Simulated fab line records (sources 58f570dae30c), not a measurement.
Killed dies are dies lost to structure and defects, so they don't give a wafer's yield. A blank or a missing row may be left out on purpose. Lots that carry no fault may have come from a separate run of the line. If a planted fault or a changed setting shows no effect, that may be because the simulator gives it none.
fab line records	flow berkeleyCmos170
record: lots: 24	wafers: 72	lastDay: 12
route steps=331 shown ZERO@12 GATE@138 PLDD@151 NLDD@168 CONTACT@231 V2@308
lots that met no fault: taken from a fault-free run of the same line
startH: the number of hours between the record's first day and the start of the first shown wafer of the lot	waitH: time in hours since the lot's previous step	" repeats the value in the row above	L1.1+2: several wafers, shown together as one row	- either no value or no given start	* or withheld: withheld	< > ~ a bound
route shown NAME@n: a module of which the file shows steps, and the number in the route of the first	usual: mean/standard deviation taken from wafers without a fault	same: alike in all rows	chamber/n: place in a boat	sites: the reading at each site	_std_site: standard deviation of those values	_edge_site: outer sites' mean less inner sites'	radiusMm: for every site, how far away it sits from the centre of the wafer	mask NAME#n: copy n	behind: the most recent tool/chamber to have shaped the wafer	hold: cause of the lot's hold/its duration in hours/its outcome	device: transistor that didn't switch, given as n, p or np	end of line: tests run on the same wafers once the route is complete	for a step that has no rows: nothing shown but its recipe	killed: dies lost to structure and defects at the first sort, not the wafer's yield	map: a wafer's dies, x killed, . not, _ none there
set.NAME: setting as actually run; set.NAME@STEP: the setting as run at that earlier step	model.NAME: the simulator's own value behind a step, which no gauge read
a sample of lots followed through the steps of the route, with each step as a table and each wafer as a row
services: a tool's chamber out of use, with start hour (startH, from the record's first day; less than 0 if before it), hours out, and reason
== steps ==
step: UCB170_ZERO_ETCH_06
recipe: chemistry: CHF3/CF4/Ar	target: SiO2	timeS: 12	pressureMtorr: 100	rfW: 500	CHF3_flow_sccm: 50	cf4FlowSccm: 10	Ar_flow_sccm: 120	overEtchFrac: 1.58
usual: chamberPressureMTorr: 100.00/0.086	drypumpMotorCurrentA: 5.80/0.29	oesProductAu: 0.618/0.01	rfFwdPowerW: 490.2/2.7	throttleValvePct: 9.31/0.095
lot.wafer	tool	chamber	startH	waitH	chamberPressureMTorr	drypumpMotorCurrentA	oesProductAu	rfFwdPowerW	rfHoursCounterH	throttleValvePct
L074.2	rieDiel-04	2	23.84	-	100.01	6.18	0.614	486.2	12	9.28
L074.3	"	3	"	"	99.96	5.88	0.638	492.4	55	9.42
L074.5	"	1	"	"	100.20	5.86	0.612	490.6	-	9.40
L075.1	rieDiel-04	1	26.55	-	100.01	5.83	0.606	490.3	26	9.42
L075.2	"	3	"	"	99.99	5.85	0.639	489.4	55	9.42
L075.5	"	0	"	"	100.04	5.68	0.619	489.7	-	9.35
L076.1	rieDiel-02	3	26.79	-	100.03	5.64	0.639	489.7	72	9.15
L076.2	"	1	"	"	99.98	5.62	0.610	492.8	3	9.26
L076.5	"	2	"	"	100.06	6.12	0.622	487.2	-	9.18
L077.2	rieDiel-02	1	36.60	-	99.97	5.60	0.604	493.1	3	9.25
L077.5	"	0	"	"	100.03	6.13	0.617	494.1	-	9.45
L077.6	"	3	"	"	99.89	5.63	0.628	487.2	-	9.15
L078.2	rieDiel-04	1	43.68	-	99.89	5.84	0.610	492.2	27	9.42
L078.4	"	0	"	"	99.96	5.69	0.622	488.0	90	9.34
L078.6	"	3	"	"	100.01	5.84	0.635	491.5	-	9.41
L080.3	rieDiel-02	2	47.40	-	99.85	6.10	0.625	488.3	147	9.18
L080.4	"	0	"	"	100.04	6.11	0.608	492.2	38	9.43
L080.6	"	1	"	"	99.96	5.59	0.599	495.6	-	9.27
L079.1	rieDiel-04	2	47.51	-	99.99	6.17	0.615	488.9	13	9.30
L079.3	"	0	"	"	99.90	5.68	0.623	489.0	91	9.34
L079.5	"	0	"	"	99.89	5.66	0.616	490.2	-	9.37
L081.3	rieDiel-04	0	54.37	-	99.92	5.66	0.620	488.9	91	9.37
L081.5	"	2	"	"	99.93	6.14	0.610	488.2	-	9.29
L081.6	"	3	"	"	99.96	5.85	0.639	491.6	-	9.40
L082.2	rieDiel-02	0	58.15	-	99.95	6.16	0.609	490.9	38	9.44
L082.4	"	2	"	"	100.02	6.11	0.625	489.4	147	9.17
L082.5	"	0	"	"	99.98	6.14	0.615	492.3	-	9.43
L083.1	rieDiel-04	3	64.74	-	100.03	5.87	0.633	490.8	57	9.40
L083.4	"	0	"	"	99.92	5.69	0.623	489.5	91	9.35
L083.5	"	3	"	"	99.97	5.92	0.638	490.5	-	9.42
L084.3	rieDiel-03	0	71.08	-	99.88	5.03	0.618	489.1	83	9.19
L084.4	"	3	"	"	100.05	5.54	0.613	491.9	4	9.33
L084.6	"	0	"	"	100.15	5.02	0.618	490.5	-	9.21
L085.1	rieDiel-04	2	78.59	-	99.85	6.20	0.614	488.8	14	9.30
L085.2	"	1	"	"	99.93	5.85	0.608	492.4	29	9.41
L085.5	"	2	"	"	99.96	6.18	0.614	489.6	-	9.29
L086.1	rieDiel-02	1	79.00	-	100.11	5.61	0.605	492.7	5	9.25
L086.2	"	0	"	"	100.10	6.12	0.617	490.7	38	9.44
L086.6	"	0	"	"	99.83	6.13	0.610	492.1	-	9.46
L087.2	rieDiel-03	2	82.22	-	99.89	5.82	0.626	493.2	135	9.37
L087.3	"	3	"	"	99.96	5.55	0.626	491.3	4	9.31
L087.5	"	0	"	"	100.09	5.03	0.618	491.2	-	9.21
L088.1	rieDiel-02	2	95.41	-	99.95	6.10	0.626	490.2	150	9.16
L088.2	"	3	"	"	99.97	5.65	0.624	487.1	76	9.16
L088.3	"	1	"	"	99.95	5.61	0.609	493.5	6	9.26
L089.1	rieDiel-03	0	95.50	-	99.95	5.06	0.616	488.0	84	9.21
L089.2	"	3	"	"	100.11	5.53	0.610	494.7	5	9.35
L089.4	"	1	"	"	100.01	5.65	0.601	488.7	122	9.26
L090.2	rieDiel-02	2	105.48	-	100.08	6.07	0.624	487.6	150	9.16
L090.5	"	3	"	"	100.10	5.62	0.634	490.0	-	9.16
L090.6	"	0	"	"	99.95	6.13	0.615	492.0	-	9.46
L091.3	rieDiel-02	0	105.75	-	100.10	6.13	0.605	492.6	40	9.45
L091.4	"	1	"	"	99.89	5.63	0.606	492.9	6	9.28
L091.5	"	1	"	"	100.01	5.60	0.606	492.6	-	9.26
L092.3	rieDiel-04	0	109.13	-	99.99	5.66	0.623	488.8	94	9.36
L092.4	"	2	"	"	99.97	6.16	0.612	487.1	15	9.31
L092.5	"	3	"	"	100.05	5.88	0.634	490.9	-	9.40
L093.1	rieDiel-04	0	111.69	-	99.89	5.68	0.615	485.9	94	9.35
L093.2	"	1	"	"	99.98	5.82	0.607	491.1	31	9.41
L093.5	"	3	"	"	99.98	5.89	0.637	489.4	-	9.41
L094.1	rieDiel-03	2	119.83	-	99.98	5.80	0.620	497.4	136	9.36
L094.4	"	0	"	"	100.15	5.07	0.628	488.2	85	9.20
L094.6	"	0	"	"	100.06	5.06	0.617	487.5	-	9.20
L095.1	rieDiel-04	0	125.18	-	100.13	5.69	0.620	489.2	94	9.35
L095.2	"	3	"	"	100.08	5.89	0.636	489.5	60	9.41
L095.3	"	1	"	"	100.04	5.83	0.606	493.0	31	9.42
L096.1	rieDiel-04	1	128.27	-	100.05	5.85	0.617	491.6	31	9.41
L096.3	"	2	"	"	100.05	6.15	0.615	486.9	16	9.29
L096.5	"	1	"	"	99.96	5.85	0.611	492.3	-	9.43
L097.1	rieDiel-03	2	133.40	-	100.09	5.79	0.627	496.7	137	9.36
L097.2	"	0	"	"	100.07	5.02	0.621	487.2	86	9.20
L097.6	"	0	"	"	100.02	5.06	0.621	488.0	-	9.20
step: UCB170_GATE_CD_MEAS_12
recipe: targetCdNm: 350
usual: cdNm: 349.8/1.5
lot.wafer	tool	chamber	startH	waitH	cdNm
L074.2	cdSem-01	-	126.84	-	348.7
L074.3	"	-	"	"	348.5
L074.5	"	-	"	"	349.6
L076.1	cdSem-01	-	135.59	-	352.2
L076.2	"	-	"	"	351.4
L076.5	"	-	"	"	351.4
L075.1	cdSem-01	-	135.86	-	348.4
L075.2	"	-	"	"	346.3
L075.5	"	-	"	"	349.0
L078.2	cdSem-01	-	149.61	-	350.0
L078.4	"	-	"	"	350.2
L078.6	"	-	"	"	351.2
L077.2	cdSem-02	-	149.85	-	350.2
L077.5	"	-	"	"	350.7
L077.6	"	-	"	"	349.9
L080.3	cdSem-02	-	152.19	-	349.2
L080.4	"	-	"	"	349.7
L080.6	"	-	"	"	347.9
L081.3	cdSem-01	-	152.31	-	348.2
L081.5	"	-	"	"	349.5
L081.6	"	-	"	"	349.0
L079.1	cdSem-01	-	152.55	-	349.3
L079.3	"	-	"	"	350.4
L079.5	"	-	"	"	350.6
L082.2	cdSem-01	-	162.89	-	351.4
L082.4	"	-	"	"	351.2
L082.5	"	-	"	"	351.8
L086.1	cdSem-01	-	179.40	-	348.5
L086.2	"	-	"	"	348.6
L086.6	"	-	"	"	348.4
L084.3	cdSem-01	-	179.75	-	351.9
L084.4	"	-	"	"	352.4
L084.6	"	-	"	"	353.3
L085.1	cdSem-01	-	179.83	-	351.4
L085.2	"	-	"	"	350.3
L085.5	"	-	"	"	351.5
L083.1	cdSem-01	-	180.43	-	348.2
L083.4	"	-	"	"	349.0
L083.5	"	-	"	"	348.7
L087.2	cdSem-01	-	187.37	-	347.2
L087.3	"	-	"	"	349.5
L087.5	"	-	"	"	347.8
L089.1	cdSem-01	-	193.56	-	351.3
L089.2	"	-	"	"	351.6
L089.4	"	-	"	"	350.2
L088.1	cdSem-01	-	193.80	-	348.7
L088.2	"	-	"	"	350.3
L088.3	"	-	"	"	349.1
L091.3	cdSem-02	-	205.66	-	347.9
L091.4	"	-	"	"	349.7
L091.5	"	-	"	"	348.3
L092.3	cdSem-01	-	211.72	-	352.1
L092.4	"	-	"	"	351.3
L092.5	"	-	"	"	352.2
L094.1	cdSem-01	-	211.87	-	352.7
L094.4	"	-	"	"	351.4
L094.6	"	-	"	"	350.8
L093.1	cdSem-01	-	212.23	-	347.3
L093.2	"	-	"	"	347.0
L093.5	"	-	"	"	347.6
L090.2	cdSem-01	-	212.61	-	349.5
L090.5	"	-	"	"	348.6
L090.6	"	-	"	"	349.5
L095.1	cdSem-01	-	219.60	-	350.5
L095.2	"	-	"	"	350.5
L095.3	"	-	"	"	350.8
L096.1	cdSem-01	-	219.84	-	348.0
L096.3	"	-	"	"	347.4
L096.5	"	-	"	"	348.5
L097.1	cdSem-01	-	238.60	-	348.8
L097.2	"	-	"	"	349.8
L097.6	"	-	"	"	349.9
step: UCB170_PLDD_CD_MEAS_06
recipe: targetCdNm: 1200
usual: cdNm: 1200.2/1.4
lot.wafer	tool	chamber	startH	waitH	cdNm
L074.2	cdSem-02	-	129.02	-	1201.7
L074.3	"	-	"	"	1203.2
L074.5	"	-	"	"	1201.5
L076.1	cdSem-01	-	138.94	-	1197.6
L076.2	"	-	"	"	1199.0
L076.5	"	-	"	"	1197.3
L075.1	cdSem-02	-	139.38	-	1201.6
L075.2	"	-	"	"	1200.3
L075.5	"	-	"	"	1201.7
L078.2	cdSem-02	-	151.90	-	1200.6
L078.4	"	-	"	"	1199.4
L078.6	"	-	"	"	1199.6
L077.2	cdSem-01	-	152.45	-	1200.2
L077.5	"	-	"	"	1200.0
L077.6	"	-	"	"	1199.8
L080.3	cdSem-01	-	153.80	-	1202.3
L080.4	"	-	"	"	1201.8
L080.6	"	-	"	"	1201.4
L081.3	cdSem-02	-	154.04	-	1199.5
L081.5	"	-	"	"	1200.6
L081.6	"	-	"	"	1199.6
L079.1	cdSem-02	-	154.30	-	1199.8
L079.3	"	-	"	"	1198.4
L079.5	"	-	"	"	1197.9
L082.2	cdSem-01	-	165.89	-	1200.4
L082.4	"	-	"	"	1199.8
L082.5	"	-	"	"	1199.1
L086.1	cdSem-01	-	181.37	-	1199.0
L086.2	"	-	"	"	1200.1
L086.6	"	-	"	"	1199.8
L084.3	cdSem-01	-	182.13	-	1202.1
L084.4	"	-	"	"	1202.3
L084.6	"	-	"	"	1201.7
L085.1	cdSem-01	-	182.46	-	1201.2
L085.2	"	-	"	"	1201.3
L085.5	"	-	"	"	1201.8
L083.1	cdSem-01	-	182.59	-	1199.6
L083.4	"	-	"	"	1199.7
L083.5	"	-	"	"	1199.4
L087.2	cdSem-01	-	189.75	-	1198.4
L087.3	"	-	"	"	1199.2
L087.5	"	-	"	"	1198.0
L089.1	cdSem-01	-	198.49	-	1201.0
L089.2	"	-	"	"	1200.6
L089.4	"	-	"	"	1199.9
L088.1	cdSem-01	-	199.69	-	1201.1
L088.2	"	-	"	"	1200.8
L088.3	"	-	"	"	1201.0
L091.3	cdSem-01	-	207.14	-	1202.0
L091.4	"	-	"	"	1201.5
L091.5	"	-	"	"	1200.8
L092.3	cdSem-01	-	214.19	-	1199.2
L092.4	"	-	"	"	1197.3
L092.5	"	-	"	"	1198.2
L094.1	cdSem-01	-	214.51	-	1199.4
L094.4	"	-	"	"	1199.6
L094.6	"	-	"	"	1199.1
L093.1	cdSem-01	-	214.63	-	1199.9
L093.2	"	-	"	"	1199.5
L093.5	"	-	"	"	1199.2
L090.2	cdSem-01	-	214.84	-	1198.7
L090.5	"	-	"	"	1199.3
L090.6	"	-	"	"	1199.3
L095.1	cdSem-01	-	222.14	-	1202.5
L095.2	"	-	"	"	1201.6
L095.3	"	-	"	"	1201.7
L096.1	cdSem-01	-	223.82	-	1200.5
L096.3	"	-	"	"	1199.7
L096.5	"	-	"	"	1201.4
L097.1	cdSem-01	-	240.09	-	1202.8
L097.2	"	-	"	"	1200.8
L097.6	"	-	"	"	1202.6
step: UCB170_NLDD_STRIP_10
recipe: chemistry: O2	powerW: 400	pressureMtorr: 3500	platenTempC: withheld	o2FlowSccm: 400	overashFraction: 0.5
usual: chamberPressureMTorr: 3500/3.1	drypumpMotorCurrentA: 5.8/0.64	oesProductAu: 0.735/0.0045	stripTimeToEndpointS: 21.64/0.067
lot.wafer	tool	chamber	startH	waitH	chamberPressureMTorr	drypumpMotorCurrentA	oesProductAu	rfHoursCounterH	stripTimeToEndpointS
L074.2	plasmaAsher-04	1	132.44	0.1	3501	5.8	0.732	1	21.62
L074.3	"	1	"	"	3507	5.8	0.734	-	21.56
L074.5	"	0	"	"	3500	6.5	0.735	-	21.53
L076.1	plasmaAsher-02	0	141.95	0.1	3497	6.4	0.735	36	21.59
L076.2	"	1	"	"	3495	5.5	0.733	36	21.64
L076.5	"	0	"	"	3496	6.4	0.725	-	21.62
L075.1	plasmaAsher-02	1	142.29	0.1	3502	5.5	0.733	36	21.67
L075.2	"	0	"	"	3497	6.5	0.737	36	21.66
L075.5	"	0	"	"	3497	6.5	0.737	-	21.67
L078.2	plasmaAsher-04	1	154.09	0.1	3497	5.8	0.743	4	21.67
L078.4	"	0	"	"	3495	6.5	0.737	-	21.64
L078.6	"	1	"	"	3501	5.8	0.734	-	21.63
L077.2	plasmaAsher-02	0	154.64	0.1	3499	6.5	0.733	37	21.65
L077.5	"	0	"	"	3498	6.4	0.732	-	21.61
L077.6	"	1	"	"	3501	5.5	0.728	-	21.60
L080.3	plasmaAsher-01	0	156.24	0.1	3499	4.9	0.730	-	21.54
L080.4	"	1	"	"	3496	4.8	0.735	-	21.59
L080.6	"	1	"	"	3498	4.8	0.733	-	21.61
L081.3	plasmaAsher-04	1	156.45	0.1	3495	5.8	0.736	-	21.59
L081.5	"	1	"	"	3501	5.8	0.740	-	21.61
L081.6	"	0	"	"	3498	6.6	0.731	-	21.64
L079.1	plasmaAsher-02	1	156.70	0.1	3501	5.5	0.737	37	21.47
L079.3	"	0	"	"	3502	6.4	0.729	-	21.55
L079.5	"	1	"	"	3500	5.5	0.740	-	21.51
L082.2	plasmaAsher-01	1	170.11	0.1	3498	4.9	0.735	48	21.64
L082.4	"	1	"	"	3497	4.8	0.736	-	21.64
L082.5	"	0	"	"	3496	4.9	0.730	-	21.59
L086.1	plasmaAsher-01	1	183.72	0.1	3501	4.9	0.723	50	21.61
L086.2	"	0	"	"	3498	4.9	0.724	50	21.60
L086.6	"	1	"	"	3501	4.8	0.724	-	21.53
L084.3	plasmaAsher-02	0	184.34	0.1	3494	6.5	0.734	-	21.55
L084.4	"	1	"	"	3496	5.5	0.732	-	21.48
L084.6	"	0	"	"	3496	6.5	0.743	-	21.54
L085.1	plasmaAsher-01	1	184.67	0.1	3504	4.9	0.735	50	21.71
L085.2	"	0	"	"	3501	4.9	0.733	50	21.65
L085.5	"	1	"	"	3504	4.9	0.731	-	21.69
L083.1	plasmaAsher-04	1	185.06	0.1	3505	5.8	0.742	6	21.69
L083.4	"	1	"	"	3497	5.8	0.741	-	21.69
L083.5	"	0	"	"	3503	6.5	0.728	-	21.61
L087.2	plasmaAsher-04	0	192.58	0.1	3503	6.5	0.736	7	21.56
L087.3	"	1	"	"	3501	5.8	0.730	-	21.61
L087.5	"	1	"	"	3500	5.8	0.744	-	21.56
L089.1	plasmaAsher-02	0	201.10	0.1	3498	6.4	0.735	43	21.75
L089.2	"	1	"	"	3501	5.5	0.732	43	21.71
L089.4	"	0	"	"	3496	6.4	0.736	-	21.75
L088.1	plasmaAsher-02	1	202.91	0.1	3498	5.5	0.743	43	21.78
L088.2	"	0	"	"	3494	6.5	0.730	43	21.78
L088.3	"	0	"	"	3500	6.5	0.730	-	21.74
L091.3	plasmaAsher-04	0	209.22	0.1	3500	6.5	0.736	-	21.56
L091.4	"	1	"	"	3503	5.8	0.730	-	21.61
L091.5	"	1	"	"	3507	5.8	0.732	-	21.64
L092.3	plasmaAsher-01	0	217.75	0.1	3504	4.9	0.730	-	21.70
L092.4	"	1	"	"	3502	4.9	0.733	-	21.68
L092.5	"	1	"	"	3500	4.8	0.734	-	21.59
L094.1	plasmaAsher-02	0	217.84	0.1	3498	6.5	0.742	44	21.63
L094.4	"	1	"	"	3499	5.5	0.729	-	21.62
L094.6	"	1	"	"	3499	5.5	0.728	-	21.74
L090.2	plasmaAsher-04	0	218.54	0.1	3501	6.5	0.743	11	21.69
L090.5	"	1	"	"	3501	5.8	0.741	-	21.69
L090.6	"	0	"	"	3500	6.5	0.728	-	21.75
L093.1	plasmaAsher-02	0	218.90	0.1	3501	6.4	0.737	44	21.62
L093.2	"	1	"	"	3505	5.5	0.734	44	21.66
L093.5	"	1	"	"	3501	5.5	0.733	-	21.66
L095.1	plasmaAsher-04	0	224.88	0.1	3501	6.6	0.735	11	21.67
L095.2	"	1	"	"	3496	5.8	0.732	11	21.68
L095.3	"	1	"	"	3498	5.8	0.742	-	21.71
L096.1	plasmaAsher-01	1	227.17	0.1	3499	4.8	0.736	55	21.69
L096.3	"	0	"	"	3503	4.9	0.734	-	21.60
L096.5	"	1	"	"	3499	4.9	0.732	-	21.69
L097.1	plasmaAsher-02	1	242.18	0.1	3511	5.5	0.734	47	21.71
L097.2	"	0	"	"	3497	6.4	0.731	47	21.71
L097.6	"	0	"	"	3497	6.5	0.739	-	21.69
step: UCB170_CONTACT_CD_MEAS_15
recipe: targetCdNm: 700
usual: cdNm: 699.8/1.3
lot.wafer	tool	chamber	startH	waitH	cdNm
L074.2	cdSem-01	-	147.67	-	698.5
L074.3	"	-	"	"	699.2
L074.5	"	-	"	"	698.9
L076.1	cdSem-02	-	157.38	-	700.7
L076.2	"	-	"	"	698.5
L076.5	"	-	"	"	699.2
L075.1	cdSem-01	-	158.44	-	700.8
L075.2	"	-	"	"	699.3
L075.5	"	-	"	"	699.3
L079.1	cdSem-02	-	175.53	-	699.4
L079.3	"	-	"	"	701.4
L079.5	"	-	"	"	699.9
L077.2	cdSem-01	-	175.77	-	700.3
L077.5	"	-	"	"	698.4
L077.6	"	-	"	"	701.6
L078.2	cdSem-02	-	175.79	-	701.9
L078.4	"	-	"	"	700.4
L078.6	"	-	"	"	702.5
L080.3	cdSem-01	-	175.91	-	701.1
L080.4	"	-	"	"	700.7
L080.6	"	-	"	"	702.0
L081.3	cdSem-01	-	176.14	-	698.3
L081.5	"	-	"	"	698.9
L081.6	"	-	"	"	699.3
L082.2	cdSem-01	-	188.56	-	699.4
L082.4	"	-	"	"	700.3
L082.5	"	-	"	"	699.8
L086.1	cdSem-01	-	200.53	-	702.0
L086.2	"	-	"	"	700.3
L086.6	"	-	"	"	700.4
L085.1	cdSem-01	-	202.94	-	700.9
L085.2	"	-	"	"	701.9
L085.5	"	-	"	"	700.8
L084.3	cdSem-01	-	203.10	-	699.7
L084.4	"	-	"	"	700.3
L084.6	"	-	"	"	700.4
L083.1	cdSem-01	-	203.18	-	701.6
L083.4	"	-	"	"	699.7
L083.5	"	-	"	"	700.7
L087.2	cdSem-01	-	209.29	-	698.8
L087.3	"	-	"	"	698.6
L087.5	"	-	"	"	699.5
L088.1	cdSem-01	-	216.18	-	699.3
L088.2	"	-	"	"	698.7
L088.3	"	-	"	"	699.0
L089.1	cdSem-01	-	217.81	-	697.6
L089.2	"	-	"	"	698.0
L089.4	"	-	"	"	699.0
L091.3	cdSem-01	-	226.48	-	698.7
L091.4	"	-	"	"	698.6
L091.5	"	-	"	"	699.2
L094.1	cdSem-01	-	232.38	-	697.5
L094.4	"	-	"	"	698.1
L094.6	"	-	"	"	697.2
L092.3	cdSem-01	-	234.61	-	699.7
L092.4	"	-	"	"	698.8
L092.5	"	-	"	"	698.8
L093.1	cdSem-01	-	234.81	-	699.9
L093.2	"	-	"	"	699.2
L093.5	"	-	"	"	699.7
L090.2	cdSem-01	-	235.13	-	698.8
L090.5	"	-	"	"	698.7
L090.6	"	-	"	"	699.2
L095.1	cdSem-01	-	244.18	-	700.5
L095.2	"	-	"	"	701.2
L095.3	"	-	"	"	701.0
L096.1	cdSem-01	-	244.54	-	698.3
L096.3	"	-	"	"	698.8
L096.5	"	-	"	"	697.7
L097.1	cdSem-01	-	258.98	-	700.7
L097.2	"	-	"	"	701.1
L097.6	"	-	"	"	700.5
step: UCB170_V2_CD_MEAS_90
recipe: targetCdNm: 700
usual: cdNm: 699.9/1.5
lot.wafer	tool	chamber	startH	waitH	cdNm
L074.2	cdSem-02	-	163.21	0.1	702.4
L074.3	"	-	"	"	700.9
L074.5	"	-	"	"	701.0
L076.1	cdSem-02	-	175.02	0.1	699.8
L076.2	"	-	"	"	702.3
L076.5	"	-	"	"	701.7
L075.1	cdSem-01	-	175.24	0.1	701.5
L075.2	"	-	"	"	699.5
L075.5	"	-	"	"	699.0
L079.1	cdSem-01	-	188.66	0.1	698.9
L079.3	"	-	"	"	698.5
L079.5	"	-	"	"	699.4
L077.2	cdSem-01	-	189.27	0.1	699.6
L077.5	"	-	"	"	699.6
L077.6	"	-	"	"	698.8
L078.2	cdSem-01	-	193.46	0.3	701.6
L078.4	"	-	"	"	701.0
L078.6	"	-	"	"	701.6
L080.3	cdSem-01	-	193.96	0.4	699.1
L080.4	"	-	"	"	699.3
L080.6	"	-	"	"	698.2
L081.3	cdSem-01	-	194.08	0.4	697.5
L081.5	"	-	"	"	698.3
L081.6	"	-	"	"	697.1
L082.2	cdSem-02	-	205.11	0.1	699.6
L082.4	"	-	"	"	699.2
L082.5	"	-	"	"	699.6
L086.1	cdSem-01	-	220.08	0.4	703.1
L086.2	"	-	"	"	702.6
L086.6	"	-	"	"	701.2
L085.1	cdSem-01	-	220.44	0.4	698.3
L085.2	"	-	"	"	701.4
L085.5	"	-	"	"	698.5
L084.3	cdSem-01	-	221.08	0.5	700.2
L084.4	"	-	"	"	699.5
L084.6	"	-	"	"	699.3
L083.1	cdSem-01	-	221.64	0.1	700.4
L083.4	"	-	"	"	700.4
L083.5	"	-	"	"	699.0
L087.2	cdSem-01	-	225.93	0.1	699.0
L087.3	"	-	"	"	698.8
L087.5	"	-	"	"	699.1
L088.1	cdSem-01	-	232.74	0.1	699.7
L088.2	"	-	"	"	699.6
L088.3	"	-	"	"	699.0
L089.1	cdSem-01	-	233.29	0.1	698.7
L089.2	"	-	"	"	698.5
L089.4	"	-	"	"	696.5
L091.3	cdSem-01	-	250.63	0.1	702.4
L091.4	"	-	"	"	703.3
L091.5	"	-	"	"	701.9
L094.1	cdSem-01	-	250.71	0.1	700.6
L094.4	"	-	"	"	700.3
L094.6	"	-	"	"	700.3
L093.1	cdSem-01	-	251.64	0.1	700.0
L093.2	"	-	"	"	696.0
L093.5	"	-	"	"	699.3
L092.3	cdSem-01	-	251.98	0.1	701.1
L092.4	"	-	"	"	699.1
L092.5	"	-	"	"	700.1
L090.2	cdSem-01	-	252.51	0.1	700.9
L090.5	"	-	"	"	700.2
L090.6	"	-	"	"	702.9
L095.1	cdSem-01	-	259.72	0.1	698.6
L095.2	"	-	"	"	698.8
L095.3	"	-	"	"	699.7
L096.1	cdSem-01	-	260.27	0.1	698.8
L096.3	"	-	"	"	699.2
L096.5	"	-	"	"	701.1
L097.1	cdSem-01	-	273.78	0.1	699.9
L097.2	"	-	"	"	699.3
L097.6	"	-	"	"	697.6
== services ==
tool	chamber	startH	hours	kind
plasmaAsher-01	-	3.01	1.6	repair
rieDiel-04	3	45.36	8.3	repair
rieDiel-02	1	59.94	3.0	repair
rieDiel-02	0	60.03	10.7	repair
plasmaAsher-04	-	80.90	0.6	repair
rieDiel-04	1	84.70	4.6	repair
plasmaAsher-04	-	84.77	2.8	pm
rieDiel-04	2	87.80	15.6	repair
plasmaAsher-04	-	108.75	9.0	pm
plasmaAsher-04	0	108.75	9.0	ventCycle
rieDiel-03	3	122.07	18.9	repair
plasmaAsher-01	-	150.84	1.0	repair
rieDiel-03	1	153.25	4.5	repair
plasmaAsher-04	-	160.31	15.6	pm
plasmaAsher-02	-	169.86	0.7	repair
plasmaAsher-01	-	196.21	2.0	repair
rieDiel-04	3	201.22	1.5	repair
rieDiel-04	1	202.19	10.0	repair
plasmaAsher-02	-	205.58	7.6	repair
rieDiel-03	0	213.47	9.2	repair
rieDiel-02	3	225.44	14.4	repair
plasmaAsher-02	-	225.83	0.4	repair
rieDiel-02	2	236.87	5.0	repair
rieDiel-03	1	240.42	5.2	repair
== key ==
fault none
